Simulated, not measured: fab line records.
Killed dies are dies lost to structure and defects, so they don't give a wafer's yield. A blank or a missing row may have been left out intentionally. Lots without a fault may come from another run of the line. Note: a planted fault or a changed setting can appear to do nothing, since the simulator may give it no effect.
Chamber matching | flow rit-cmos | RIT_ACTIVE_ETCH_13 on rie-diel-03: 4 sister chambers
The step etches Si3N4 in SF6, stops on SiO2, time 210 s, target depth 210 nm. 7 wafers are shown with their chamber, then 7 later ones without.

WAFERS WITH THEIR CHAMBER
wafer  | chamber | throttle-valve-pct (%) | drypump-motor-current-A (A)
L940.2 | 1       | 7.64                   | 6.2
L941.1 | 0       | 7.49                   | 6.1
L944.3 | 3       | 7.38                   | 5.8
L944.5 | 2       | 7.41                   | 5.8
L944.6 | 0       | 7.50                   | 6.1
L950.1 | 3       | 7.37                   | 5.9
L950.3 | 2       | 7.41                   | 5.8

WAFERS WITH NO CHAMBER GIVEN
wafer  | throttle-valve-pct (%) | drypump-motor-current-A (A)
L950.4 | 7.50                   | 6.1
L956.1 | 7.51                   | 6.1
L956.2 | 7.36                   | 5.9
L956.5 | 7.41                   | 5.8
L958.3 | 7.36                   | 5.9
L958.4 | 7.49                   | 6.1
L958.5 | 7.50                   | 6.1

EACH ONE'S CHAMBER
wafer  | from the rows above | in truth
L950.4 | 0                   | 0
L956.1 | 0                   | 0
L956.2 | 3                   | 3
L956.5 | 2                   | 2
L958.3 | 3                   | 3
L958.4 | 0                   | 0
L958.5 | 0                   | 0
Placed correctly: 7 of 7. Number that these rows cannot place: 0. Wrongly placed: 0.
How it was worked out, from the rows above alone: a wafer's distance from a chamber is the root of the sum, over the readings, of the square of ((its reading less the chamber's mean) divided by the reading's scatter). If the next closest chamber is less than 2 further off than the closest, the wafer can't be placed; otherwise it belongs to the closest. Each chamber's mean is taken over the wafers shown for it. The scatter: take each reading less its chamber's mean, square it, sum over the shown wafers, divide by the number of wafers less the number of chambers, and take the root.
